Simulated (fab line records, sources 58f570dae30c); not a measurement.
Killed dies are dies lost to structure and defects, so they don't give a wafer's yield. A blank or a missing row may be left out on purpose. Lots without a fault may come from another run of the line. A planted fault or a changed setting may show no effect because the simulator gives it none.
Which tool did it? | flow berkeley_cmos170 | 14 lots, 42 wafers sampled, at 4 steps of a route of 331

WHAT THE GAUGES READ, wafer by wafer
UCB170_ACTIVE_THK_MEAS_06. Usual: ACTIVE_NITRIDE_THK 219.5 nm, standard deviation 2.
lot  | measured    | on            | ACTIVE_NITRIDE_THK (nm) | flag
L420 | day 5 15:08 | film_metro-03 | 220.9 220.7 220.9       |
L421 | day 5 15:04 | film_metro-03 | 221.2 220.2 217.1       |
L422 | day 5 15:09 | film_metro-02 | 219.9 222.2 221.4       |
L424 | day 5 15:05 | film_metro-01 | 219.7 218.7 221.5       |
L425 | day 5 15:01 | film_metro-01 | 220.9 220.6 219.9       |
L426 | day 6 00:02 | film_metro-02 | 220.9 220.8 221.3       |
L430 | day 6 20:31 | film_metro-03 | 220.7 220.3 220.1       |
L431 | day 7 08:29 | film_metro-02 | 219.0 219.6 218.2       |
L432 | day 7 08:28 | film_metro-03 | 221.2 218.1 217.8       |
L434 | day 7 08:28 | film_metro-01 | 216.9 218.8 215.3       |
L436 | day 7 21:41 | film_metro-02 | 218.2 217.3 218.8       |
L437 | day 8 06:23 | film_metro-03 | 219.5 219.9 219.0       |
L438 | day 8 14:41 | film_metro-03 | 217.3 218.6 217.4       |
L439 | day 8 14:40 | film_metro-02 | 217.6 219.5 215.3       |

UCB170_V2_OVL_MEAS_13. Usual: V2_OVL -4 nm, standard deviation 6.1.
lot  | measured     | on         | V2_OVL (nm) | flag
L420 | day 9 00:02  | overlay-02 | -7 4 -5     |
L421 | day 8 22:52  | overlay-02 | 7 3 0       |
L422 | day 9 00:19  | overlay-02 | -12 -6 -13  |
L424 | day 8 21:33  | overlay-02 | -9 0 -14    |
L425 | day 8 23:55  | overlay-01 | 2 8 4       |
L426 | day 9 08:21  | overlay-01 | -3 -6 4     |
L430 | day 10 06:21 | overlay-01 | 3 6 -4      |
L431 | day 10 15:26 | overlay-01 | 0 5 -3      |
L432 | day 10 15:47 | overlay-02 | -8 -8 -9    |
L434 | day 10 16:17 | overlay-01 | 7 6 5       |
L436 | day 11 02:49 | overlay-01 | 1 -9 -2     |
L437 | day 11 19:01 | overlay-01 | -4 -7 -7    |
L438 | day 11 18:46 | overlay-02 | 8 -2 1      |
L439 | day 11 22:49 | overlay-02 | -9 -4 -2    |

WHICH TOOL RAN EACH LOT (tool, then ch and the chambers of the sampled wafers, then the start)
lot  | UCB170_START_CLEAN_01          | UCB170_PWELL_STRIP_16
L420 | wet_bench-03 ch 3, day 2 06:07 | plasma_asher-01 ch 0,1, day 4 11:24
L421 | wet_bench-02 ch 0, day 2 11:31 | plasma_asher-03 ch 0,1, day 4 09:07
L422 | wet_bench-03 ch 1, day 2 16:16 | plasma_asher-03 ch 0,1, day 4 08:25
L424 | wet_bench-02 ch 3, day 3 02:07 | plasma_asher-01 ch 0,1, day 4 12:28
L425 | wet_bench-03 ch 3, day 3 07:07 | plasma_asher-02 ch 0,1, day 4 14:17
L426 | wet_bench-03 ch 2, day 3 12:07 | plasma_asher-02 ch 0,1, day 5 03:31
L430 | wet_bench-03 ch 3, day 4 08:34 | plasma_asher-03 ch 0,1, day 5 19:11
L431 | wet_bench-03 ch 1, day 4 16:46 | plasma_asher-01 ch 0,1, day 6 06:31
L432 | wet_bench-02 ch 3, day 4 18:37 | plasma_asher-03 ch 0, day 6 06:13
L434 | wet_bench-03 ch 0, day 5 04:10 | plasma_asher-03 ch 0,1, day 6 11:35
L436 | wet_bench-02 ch 2, day 5 14:07 | plasma_asher-01 ch 0,1, day 7 02:49
L437 | wet_bench-03 ch 2, day 5 19:14 | plasma_asher-01 ch 0,1, day 7 04:46
L438 | wet_bench-03 ch 1, day 6 00:07 | plasma_asher-02 ch 0,1, day 7 13:57
L439 | wet_bench-02 ch 2, day 6 05:28 | plasma_asher-02 ch 0,1, day 7 16:05
- UCB170_START_CLEAN_01: cleans in dHF, time 60 s.
- UCB170_PWELL_STRIP_16: strips in O2.

WHAT THE TOOLS THEMSELVES READ (means of the sampled wafers that have a number; where no wafer has one, the mark that the record gives instead)
UCB170_START_CLEAN_01. Usual: run_length_s 90 s, standard deviation 3.5.
lot  | tool         | run_length_s (s) | flag
L420 | wet_bench-03 | 86               |
L421 | wet_bench-02 | -                | OFF
L422 | wet_bench-03 | -                | OFF
L424 | wet_bench-02 | 94               |
L425 | wet_bench-03 | 85               |
L426 | wet_bench-03 | 93               |
L430 | wet_bench-03 | 92               |
L431 | wet_bench-03 | 94               |
L432 | wet_bench-02 | 94               |
L434 | wet_bench-03 | 91               |
L436 | wet_bench-02 | 93               |
L437 | wet_bench-03 | 86               |
L438 | wet_bench-03 | 87               |
L439 | wet_bench-02 | 92               |

UCB170_PWELL_STRIP_16. Usual: drypump_motor_current_A 5.9 A, standard deviation 0.32; oes_product_au 0.721 a.u., standard deviation 0.0047; strip_time_to_endpoint_s 18.08 s, standard deviation 0.088.
lot  | tool            | drypump_motor_current_A (A) | oes_product_au (a.u.) | strip_time_to_endpoint_s (s) | flag
L420 | plasma_asher-01 | 5.6                         | 0.724                 | 18.19                        |
L421 | plasma_asher-03 | 6.2                         | 0.718                 | 18.06                        |
L422 | plasma_asher-03 | 6.2                         | 0.716                 | 18.07                        |
L424 | plasma_asher-01 | 5.7                         | 0.724                 | 18.02                        |
L425 | plasma_asher-02 | 5.6                         | 0.723                 | 18.10                        |
L426 | plasma_asher-02 | 5.6                         | 0.725                 | 18.08                        |
L430 | plasma_asher-03 | 6.2                         | 0.725                 | 18.13                        |
L431 | plasma_asher-01 | 5.7                         | 0.721                 | 18.10                        |
L432 | plasma_asher-03 | 6.2                         | 0.722                 | 18.19                        |
L434 | plasma_asher-03 | 6.2                         | 0.719                 | 17.99                        |
L436 | plasma_asher-01 | 5.5                         | 0.724                 | 18.00                        |
L437 | plasma_asher-01 | 5.6                         | 0.722                 | 18.13                        |
L438 | plasma_asher-02 | 5.6                         | 0.717                 | 18.10                        |
L439 | plasma_asher-02 | 5.5                         | 0.723                 | 18.14                        |

THE ANSWER, worked out from the rows above alone
Rule: a lot is off if the mean of its wafers that have a number lies more than 3 standard deviations from the usual mean. A lot without any number at a reading at which 4 lots or more have one is off too. The other lots that the step has rows for count as sound. The gauges are gone through in route order, then the tools' own readings, and for those a lot's mean is taken as printed above. The first step at which some lot is off is used, and at that step the reading that is off furthest; a lot without a number counts as furthest.
Off: L421, L422, at UCB170_START_CLEAN_01 (run_length_s). Without a number there: L421, L422.
A tool fits if, at that step or a process step before it, it ran every lot that is off, and no sound lot after the first of them. None of those tried fits.

WHAT THE SIMULATOR HAD PUT IN
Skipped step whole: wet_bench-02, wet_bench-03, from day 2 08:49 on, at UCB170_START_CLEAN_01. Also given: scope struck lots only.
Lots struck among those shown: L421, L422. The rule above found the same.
